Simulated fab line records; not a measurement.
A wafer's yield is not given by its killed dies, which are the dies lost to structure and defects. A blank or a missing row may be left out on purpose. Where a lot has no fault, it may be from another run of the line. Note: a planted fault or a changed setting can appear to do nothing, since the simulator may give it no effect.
2 desks, one fault | flow berkeley-cmos170 | numbers are kept per desk, each desk with only its own; the story behind them comes last

== THE METROLOGY DESK ==
Means of the sampled wafers that have a number, per lot and without regard to the tool the lot ran on: this is what the gauges read. A lot is out of limits, marked OUT, if its mean lies more than 4 standard deviations from the usual mean; the brackets give that distance.
Columns: A = M1_AL_RS at UCB170_M1_RS_MEAS_01, usual 0.0484 ohm/sq; B = cd-nm at UCB170_M1_CD_MEAS_90, usual 699.7 nm; C = V1_POLISHED_THK at UCB170_V1_THK_MEAS_04, usual 1000.5 nm
lot  | first seen here | A      | B     | C
L170 | day 8 04:59     | 0.0484 | 697.6 | 999.1
L172 | day 8 20:37     | 0.0489 | 695.7 | 999.7
L174 | day 9 13:49     | 0.0481 | 698.3 | 1000.7
L173 | day 9 13:52     | 0.0493 | 694.5 | 1001.4
L177 | day 9 13:59     | 0.0478 | 698.8 | 998.4
L176 | day 9 15:11     | 0.0485 | 697.4 | 1001.0
L179 | day 10 07:21    | 0.0482 | 702.8 | 1001.4
L180 | day 10 16:29    | 0.0482 | 700.4 | 999.5
L183 | day 11 06:24    | 0.0488 | 701.5 | 1002.0
L186 | day 12 03:41    | 0.0481 | 702.1 | 1991.9 (+99 or more) OUT
L191 | day 12 19:13    | 0.0485 | 702.9 | 1000.9
L192 | day 12 19:14    | 0.0484 | 700.0 | 1000.5
L190 | day 12 19:23    | 0.0483 | 700.4 | 2004.7 (+99 or more) OUT
L193 | day 12 23:07    | 0.0482 | 705.9 | 1000.9
This desk's finding: out of limits on L186, L190; first on L186, day 12 09:05 (V1_POLISHED_THK at UCB170_V1_THK_MEAS_04). Within limits: L170, L172, L174, L173, L177, L176, L179, L180, L183, L191, L192, L193.

== TOOL OWNER'S DESK, cmp-01 ==
The tool's own readings at UCB170_V1_CMP_02 (polishes SiO2): means of the sampled wafers that have a number, for each lot that ran on this tool. A lot is out of limits, marked OUT, if its mean lies more than 4 standard deviations from the usual mean; the brackets give that distance.
Columns: A = edge-zone-pressure-frac at UCB170_V1_CMP_02, usual 1.000; B = head-pressure-psi at UCB170_V1_CMP_02, usual 5.996 psi; C = motor-current-A at UCB170_V1_CMP_02, usual 15.4 A
lot  | first seen here | A     | B     | C
L172 | day 9 00:07     | 1.005 | 5.997 | 15.2
L174 | day 9 17:27     | 1.000 | 5.982 | 15.2
L177 | day 9 18:44     | 0.997 | 6.003 | 14.1
L176 | day 9 19:59     | 0.998 | 5.989 | 16.1
L179 | day 11 00:52    | 0.995 | 6.012 | 14.9
L180 | day 11 01:19    | 0.995 | 5.995 | 14.5
L191 | day 12 22:48    | 1.004 | 6.006 | 15.7
Result from this desk: across the 7 lots, nothing is out of limits.

== PUT TOGETHER ==
On L186, L190, the metrology desk was in a position to raise an alarm at day 12 09:05.
Nothing out of limits was seen by the tool owner's desk.
The tool owner's desk has no number on record for L186, L190.
Of the lots named, all ran UCB170_V1_CMP_02 on cmp-01.

== WHAT HAD BEEN PUT IN BY THE SIMULATOR ==
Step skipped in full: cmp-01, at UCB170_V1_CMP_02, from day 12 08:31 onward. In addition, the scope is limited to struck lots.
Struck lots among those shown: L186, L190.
Time in hours between the start of the fault and the first out-of-limits reading at each desk: metrology desk, 1.
